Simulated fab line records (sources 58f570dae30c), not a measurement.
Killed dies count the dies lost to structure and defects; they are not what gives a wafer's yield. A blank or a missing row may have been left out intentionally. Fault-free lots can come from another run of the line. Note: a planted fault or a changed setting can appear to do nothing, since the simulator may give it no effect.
Comparing a struck lot with a sound one | flow berkeleyCmos170 | 13 out of 331 route steps
Sound: these wafers, L185.1, L185.5, L185.6. The struck wafers were L175.1, L175.2, L175.4. At the end, the cause is stated.
For every step that has rows: the tool of each side, followed by ch and its chambers, followed by its first start. Under that, the readings that differ: sound wafers | struck wafers | difference of the means | sigmas: that difference in standard deviations of wafers without a fault.
alike: words and numbers the same on both sides, and readings whose means are apart by under 2 such deviations; not compared: readings that were withheld, readings missing a value for some wafer, numbers with overlapping values and no deviation given by the record, and bounds like >300 which may hide the same value.
The two part at a step that has a row with sigmas, a row that says differs or no value, or rows on one side only. When numbers do not overlap yet have no deviation, they are printed without sigmas and do not part them. Lack of a reading on every wafer of one side parts them only where that side has two or more wafers.

first, 3 steps without rows for these wafers: UCB170_PWELL_EXPOSE_10 (exposes mask PWELL, target cd 3000 nm); UCB170_PWELL_PEB_11; UCB170_PWELL_DEVELOP_12 (develop time 45 s).
UCB170_PWELL_OVL_MEAS_13:
  sound on overlay-02, day 6 14:47; struck on overlay-02, day 4 04:45
  alike: PWELL_OVL
UCB170_PWELL_ETCH_14: etches Si3N4 in CH3F/Ar/O2, stops on SiO2, target depth 242 nm, time 151 s.
  sound on rieDiel-03 ch 0,2,3, day 6 14:49; struck on rieDiel-04 ch 0,1,2, day 4 04:47
  alike: drypumpMotorCurrentA, oesProductAu, throttleValvePct
  not compared: rfHoursCounterH
then, 1 step without rows for these wafers: UCB170_PWELL_IMPLANT_15.
UCB170_PWELL_STRIP_16: strips in O2.
  sound on plasmaAsher-01 ch 0,1, day 6 15:04; struck on plasmaAsher-01 ch 0,1, day 4 05:02
  alike: drypumpMotorCurrentA, oesProductAu, stripTimeToEndpointS
  not compared: rfHoursCounterH
UCB170_PWELL_TW_MEAS_17:
  sound on filmMetro-03, day 6 15:10; struck on filmMetro-03, day 4 05:08
  alike: PWELL_TW
then, 4 steps without rows for these wafers: UCB170_PWELL_CLEAN_18 (cleans in SPM, time 600 s); UCB170_PWELL_WET_ETCH_19 (etches Si3N4 in H3PO4, time 14400 s); UCB170_PWELL_WET_ETCH_20 (etches SiO2 in BOE, time 22 s); UCB170_WELLDRIVE_CLEAN_00 (cleans in SPM, time 600 s).
UCB170_WELLDRIVE_OXIDATION_01: target thk 199 nm, ox time 9000 s.
  sound on furnace-01 ch 0, day 7 00:31; struck on furnace-04, day 4 14:23
  no value came back on the struck wafers for oxTempC (C), oxTempCMax, tubeCenterTempC (C); on the sound wafers oxTempC (C) reads 1099.9 1099.8 1100.5

== WHERE THEY PART ==
Only at UCB170_WELLDRIVE_OXIDATION_01, within this record.

WHY: what the simulator had put in
At UCB170_WELLDRIVE_OXIDATION_01, the step was skipped entirely on furnace-04 from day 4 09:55 on. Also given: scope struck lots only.
